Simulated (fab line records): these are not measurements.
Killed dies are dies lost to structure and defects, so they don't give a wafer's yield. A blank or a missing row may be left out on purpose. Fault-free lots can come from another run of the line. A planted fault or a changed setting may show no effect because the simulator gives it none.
2 desks, one fault || flow berkeley_cmos170 || each desk holds nothing but its own numbers, with what lay behind them at the end

AT THE METROLOGY DESK
What the gauges read for every lot (on any tool): the sampled wafers with a number, averaged. Any lot whose mean is over 4 standard deviations away from the usual mean is out of limits and marked OUT; that distance is given in the brackets. Only the readings that lie furthest out on some lot appear, 7 of the 12 it has.
Columns: A = PLDD_RS at UCB170_SDANNEAL_RS_MEAS_04, usual 1031.8 ohm/sq; B = NLDD_RS at UCB170_SDANNEAL_RS_MEAS_05, usual 616.0 ohm/sq; C = SILICIDE_TI_RS at UCB170_SILICIDE_RS_MEAS_02, usual 26.23 ohm/sq; D = SILICIDE_TI_THK at UCB170_SILICIDE_THK_MEAS_03, usual 30.12 nm; E = CONTACT_PSG_THK at UCB170_CONTACT_THK_MEAS_02, usual 706 nm; F = CONTACT_OVL at UCB170_CONTACT_OVL_MEAS_16, usual -2 nm; G = M1_AL_RS at UCB170_M1_RS_MEAS_01, usual 0.0485 ohm/sq
{"lot": "L113", "first seen here": "day 6 11:37", "A": 1031.3, "B": 619.5, "C": 26.22, "D": 30.10, "E": 702, "F": -12, "G": 0.0485}
{"lot": "L115", "first seen here": "day 7 09:06", "A": 1033.4, "B": 618.7, "C": 26.08, "D": 30.06, "E": 707, "F": 6, "G": 0.0481}
{"lot": "L114", "first seen here": "day 7 11:30", "A": 1029.3, "B": 617.6, "C": 25.77, "D": 30.68, "E": 710, "F": -5, "G": 0.0493}
{"lot": "L120", "first seen here": "day 8 14:50", "A": 1026.6, "B": 616.2, "C": 26.28, "D": 30.04, "E": 705, "F": 1, "G": 0.0488}
{"lot": "L123", "first seen here": "day 8 15:47", "A": 1030.7, "B": 615.6, "C": 26.55, "D": 29.91, "E": 705, "F": -2, "G": 0.0484}
{"lot": "L132", "first seen here": "day 11 09:59", "A": 1030.0, "B": 614.6, "C": 26.54, "D": 29.89, "E": 718, "F": -5, "G": 0.0487}
This desk found nothing out of limits on any of the 6 lots.

TOOL OWNER'S DESK, rtp_anneal-02
The tool's own readings at UCB170_SILICIDE_RTA_04 (time 15 s): means of the sampled wafers that have a number, for each lot that ran on this tool. Any lot whose mean is over 4 standard deviations away from the usual mean is out of limits and marked OUT; that distance is given in the brackets.
Columns: A = chamber_o2_ppm at UCB170_SILICIDE_RTA_04, usual 1.998; B = lamp_power_pct at UCB170_SILICIDE_RTA_04, usual 11.0 %; C = wafer_temp_C_max at UCB170_SILICIDE_RTA_04, usual 652.3
{"lot": "L113", "first seen here": "day 6 12:22", "A": 1.995, "B": 10.2, "C": 651.8}
{"lot": "L115", "first seen here": "day 7 09:52", "A": 1.996, "B": 10.2, "C": 652.4}
{"lot": "L114", "first seen here": "day 7 12:16", "A": 2.005, "B": 10.2, "C": 652.5}
{"lot": "L120", "first seen here": "day 8 15:35", "A": 1.980, "B": 10.3, "C": 652.1}
{"lot": "L123", "first seen here": "day 8 16:32", "A": 2.010, "B": 10.3, "C": 652.8}
This desk found nothing out of limits on any of the 5 lots.

BROUGHT TOGETHER
From the metrology desk's view, nothing was out of limits.
The tool owner's desk saw nothing out of limits.

WHAT THE SIMULATOR HAD PUT IN
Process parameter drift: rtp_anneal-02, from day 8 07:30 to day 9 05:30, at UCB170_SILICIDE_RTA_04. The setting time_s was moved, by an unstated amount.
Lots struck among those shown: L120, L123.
